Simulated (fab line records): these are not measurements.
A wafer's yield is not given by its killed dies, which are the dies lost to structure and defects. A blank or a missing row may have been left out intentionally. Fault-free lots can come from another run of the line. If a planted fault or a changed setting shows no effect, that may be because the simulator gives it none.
Code-filled problem report in 8D (eight disciplines) form / flow berkeley cmos170 / the parts of the form that need people (team, actions taken, sign-off) are left out

== 1. WHAT IS WRONG ==
Mean NWELL_TW at UCB170_NWELL_TW_MEAS_16: 1467 over 6 wafers in 2 lots; fault-free wafers: 1242, standard deviation 5.8. Measured from the usual mean, that is +39 standard deviations.
The first sign was on wafer L104.3 at day 3 11:31, on film metro-03. The record has a number at this step for 42 wafers belonging to 14 lots. Rule for "out", or "out of limits": more than 4 standard deviations from the usual mean. All remaining wafers that have a number are taken as sound.

== 2. WHAT IT IS AND WHAT IT IS NOT ==
question=which readings at this step | is=NWELL_TW | is not=-
question=which lots | is=L103, L104 | is not=L102, L107, L113, L114, L115, L117, L118, L119, L120, L121, L998, L999
question=which wafers of those lots | is=all that have a number | is not=-
question=read on which gauges | is=film metro-02, film metro-03 | is not=film metro-04
question=when | is=from day 3 11:31 | is not=up to then (9 sound wafers); but 27 sound wafers of L107, L113, L114, L115, L117, L118, L119, L120, L121 came after

== 3. WHAT RULES OUT EACH SUSPECT ==
Counting: a tool stays on the suspect list if, at a process step up to the reading, it processed all lots that are out and no sound lot following the first of them.
- the gauge at UCB170_NWELL_TW_MEAS_16: ruled out. The wafers that are out were read on 2 gauges (film metro-02, film metro-03).
- implanter-01 at UCB170_NWELL_IMPLANT_14: kept. All lots that are out passed through it, beginning with L104 at day 3 11:18, and no sound lot followed; its final sound lot before that point was L102 at day 3 06:18. Its own dose ions cm2, faraday current uA readings are out on those wafers.
The count leaves implanter-01 at UCB170_NWELL_IMPLANT_14.

== 4. THE CAUSE (what the simulator had put in) ==
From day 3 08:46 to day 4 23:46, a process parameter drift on implanter-01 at UCB170_NWELL_IMPLANT_14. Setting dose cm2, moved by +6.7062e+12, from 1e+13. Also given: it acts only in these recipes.
After counting, this tool was the only one left.

== 5. THE CHAIN OF EFFECTS, in route order ==
Rows list readings where the struck wafers' mean (over those with a number) sits beyond 3 standard deviations from the usual. Only readings whose record carries a usual standard deviation are examined. hours: median over the lots of the time between each lot's start at the first step of this table that gives one and its start at this step. sigmas: the change, counted in usual standard deviations.
hours=0; step=UCB170_NWELL_IMPLANT_14; reading=dose ions cm2; usual=1.0001e+13; on struck wafers=1.6708e+13; change=+6.7067e+12; sigmas=+99 or more
hours=0; step=UCB170_NWELL_IMPLANT_14; reading=faraday current uA; usual=31.7; on struck wafers=52.9; change=+21.2; sigmas=+35
hours=0; step=UCB170_NWELL_TW_MEAS_16; reading=NWELL_TW; usual=1242; on struck wafers=1467; change=+225; sigmas=+39
It contains these process steps:
- UCB170_NWELL_IMPLANT_14
At these later measuring or inspecting steps, every struck wafer for which the step has a row has a number for every such reading, and none has moved that far: UCB170_PWELL_THK_MEAS_06, UCB170_FIELD_THK_MEAS_91.

== 6. WHAT WOULD HAVE CAUGHT IT SOONER ==
In this record the first reading out of limits at a measuring or inspecting step was taken at day 3 11:31, 3 hours after the fault began at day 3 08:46.
Tool's own readings at UCB170_NWELL_IMPLANT_14, dose ions cm2, faraday current uA: out on all struck wafers the step has rows for; an alarm limit on them would have tripped on the first.
The start of UCB170_NWELL_IMPLANT_14 on implanter-01 came by day 3 11:31 for every one of the lots that are out (2). None of them would have been spared by holding the tool at that moment.
